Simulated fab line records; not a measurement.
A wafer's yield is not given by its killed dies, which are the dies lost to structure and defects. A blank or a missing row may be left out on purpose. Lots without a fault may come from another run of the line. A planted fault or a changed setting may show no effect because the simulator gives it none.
Split-lot study :: flow berkeley cmos170 :: 23 wafers read across 5 lots, on a route 331 steps long

THE SPLIT ITSELF
At UCB170_NSD_IMPLANT_08, the setting dose cm2 was moved away from the recipe's 3e+15 on 4 of the 23 wafers read, by -2.5% to +5.9%. The other wafers ran this setting at the recipe's value.

FROM THE SPLIT TO THE READING: what the file shows between them, 3 steps
- UCB170_NSD_STRIP_09: strips in O2
- UCB170_SDANNEAL_RTA_00: time 10 s (also split here: time s)
- UCB170_SDANNEAL_RTA_01: time 5 s

THE READING
Measured at UCB170_SDANNEAL_RS_MEAS_03 by four-point probe: NSD_RS, in ohm/sq. A value of 37.32 ohm/sq with a standard deviation of 0.076 ohm/sq is what fault-free wafers of this fab line usually give.

wafer: L074.1
tool, chamber at the split: implanter-03, 0
dose cm2 as run: 3e+15
against the recipe: recipe
NSD_RS, ohm/sq: 37.35
against lot-mates on the recipe: -

wafer: L074.5
tool, chamber at the split: implanter-03, 0
dose cm2 as run: 3e+15
against the recipe: recipe
NSD_RS, ohm/sq: 37.47
against lot-mates on the recipe: -

wafer: L074.6
tool, chamber at the split: implanter-03, 0
dose cm2 as run: 3e+15
against the recipe: recipe
NSD_RS, ohm/sq: 37.42
against lot-mates on the recipe: -

wafer: L076.1
tool, chamber at the split: implanter-02, 0
dose cm2 as run: 2.926e+15
against the recipe: -2.5%
NSD_RS, ohm/sq: 37.85
against lot-mates on the recipe: +0.51

wafer: L076.3
tool, chamber at the split: implanter-02, 0
dose cm2 as run: 2.926e+15
against the recipe: -2.5%
NSD_RS, ohm/sq: 37.74
against lot-mates on the recipe: +0.40

wafer: L076.4
tool, chamber at the split: implanter-02, 0
dose cm2 as run: 3e+15
against the recipe: recipe
NSD_RS, ohm/sq: 37.33
against lot-mates on the recipe: -

wafer: L076.5
tool, chamber at the split: implanter-02, 0
dose cm2 as run: 3e+15
against the recipe: recipe
NSD_RS, ohm/sq: 37.43
against lot-mates on the recipe: -

wafer: L076.6
tool, chamber at the split: implanter-02, 0
dose cm2 as run: 3e+15
against the recipe: recipe
NSD_RS, ohm/sq: 37.26
against lot-mates on the recipe: -

wafer: L079.2
tool, chamber at the split: implanter-01, 0
dose cm2 as run: 3e+15
against the recipe: recipe
NSD_RS, ohm/sq: 37.36
against lot-mates on the recipe: -

wafer: L079.3
tool, chamber at the split: implanter-01, 0
dose cm2 as run: 3.177e+15
against the recipe: +5.9%
NSD_RS, ohm/sq: 36.32
against lot-mates on the recipe: -1.03

wafer: L079.4
tool, chamber at the split: implanter-01, 0
dose cm2 as run: 3e+15
against the recipe: recipe
NSD_RS, ohm/sq: 37.36
against lot-mates on the recipe: -

wafer: L079.5
tool, chamber at the split: implanter-01, 0
dose cm2 as run: 3.177e+15
against the recipe: +5.9%
NSD_RS, ohm/sq: 36.30
against lot-mates on the recipe: -1.05

wafer: L079.6
tool, chamber at the split: implanter-01, 0
dose cm2 as run: 3e+15
against the recipe: recipe
NSD_RS, ohm/sq: 37.33
against lot-mates on the recipe: -

wafer: L080.1
tool, chamber at the split: implanter-01, 0
dose cm2 as run: 3e+15
against the recipe: recipe
NSD_RS, ohm/sq: 37.19
against lot-mates on the recipe: -

wafer: L080.2
tool, chamber at the split: implanter-01, 0
dose cm2 as run: 3e+15
against the recipe: recipe
NSD_RS, ohm/sq: 37.27
against lot-mates on the recipe: -

wafer: L080.3
tool, chamber at the split: implanter-01, 0
dose cm2 as run: 3e+15
against the recipe: recipe
NSD_RS, ohm/sq: 37.27
against lot-mates on the recipe: -

wafer: L080.4
tool, chamber at the split: implanter-01, 0
dose cm2 as run: 3e+15
against the recipe: recipe
NSD_RS, ohm/sq: 37.22
against lot-mates on the recipe: -

wafer: L080.6
tool, chamber at the split: implanter-01, 0
dose cm2 as run: 3e+15
against the recipe: recipe
NSD_RS, ohm/sq: 37.22
against lot-mates on the recipe: -

wafer: L083.1
tool, chamber at the split: implanter-02, 0
dose cm2 as run: 3e+15
against the recipe: recipe
NSD_RS, ohm/sq: 37.21
against lot-mates on the recipe: -

wafer: L083.2
tool, chamber at the split: implanter-02, 0
dose cm2 as run: 3e+15
against the recipe: recipe
NSD_RS, ohm/sq: 37.22
against lot-mates on the recipe: -

wafer: L083.3
tool, chamber at the split: implanter-02, 0
dose cm2 as run: 3e+15
against the recipe: recipe
NSD_RS, ohm/sq: 37.19
against lot-mates on the recipe: -

wafer: L083.4
tool, chamber at the split: implanter-02, 0
dose cm2 as run: 3e+15
against the recipe: recipe
NSD_RS, ohm/sq: 37.24
against lot-mates on the recipe: -

wafer: L083.5
tool, chamber at the split: implanter-02, 0
dose cm2 as run: 3e+15
against the recipe: recipe
NSD_RS, ohm/sq: 37.29
against lot-mates on the recipe: -

THE FIT
A straight line over all 23 wafers: NSD_RS changes by -0.173 ohm/sq for each +1% of dose cm2; r = -0.97; the points scatter about the line by 0.084 ohm/sq.
The same after taking each lot's own level away (the mean of its wafers on the recipe; 23 wafers): -0.178 ohm/sq for each +1%; r = -0.99; scatter 0.044 ohm/sq.
On that fit, the largest move of dose cm2 shifts the reading by 1 ohm/sq.
Measured against the standard deviation above, the lots' own levels, which go from 37.230 to 37.413 ohm/sq, span 2.4 times it.
The two slopes are in agreement: the lot-to-lot level therefore moves the slope only a little.
Check: for one of the wafers moved furthest among these (+5.9%), held out of the fit, the line's prediction against its lot-mates is -1.06 ohm/sq. It came out at -1.03 ohm/sq against them.

OTHER SPLITS APPLIED TO THESE WAFERS
Before the reading, these wafers also passed through other splits. Each is held against what the fit with the lots' levels taken away leaves over:
other split on the same wafers: UCB170_GATE_PEB_10 peb temp c
wafers away from the commonest value: 12
r with NSD_RS (lot level and that fit taken away): +0.18

other split on the same wafers: UCB170_NLDD_COAT_01 resist thk nm
wafers away from the commonest value: 8
r with NSD_RS (lot level and that fit taken away): +0.14

other split on the same wafers: UCB170_NLDD_IMPLANT_09 energy kev
wafers away from the commonest value: 7
r with NSD_RS (lot level and that fit taken away): +0.15

other split on the same wafers: UCB170_SPACER_CVD_00 time s
wafers away from the commonest value: 8
r with NSD_RS (lot level and that fit taken away): -0.04

other split on the same wafers: UCB170_SDANNEAL_RTA_00 time s
wafers away from the commonest value: 6
r with NSD_RS (lot level and that fit taken away): +0.10

THE WHOLE CHAIN: every reading that the file lists as answering this split, in the file's order
step: UCB170_NSD_STRIP_09
what it does: strips in O2
reading: strip time to endpoint s
change (the file's fit): withheld for each +1% of the setting
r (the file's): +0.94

step: UCB170_SDANNEAL_RS_MEAS_03
what it does: measures by four-point-probe
reading: NSD_RS
change (the file's fit): -0.178 for each +1% of the setting
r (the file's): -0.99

FILE'S OWN FIT
NSD_RS changes by -0.178 ohm/sq for each +1% of dose cm2, r = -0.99.
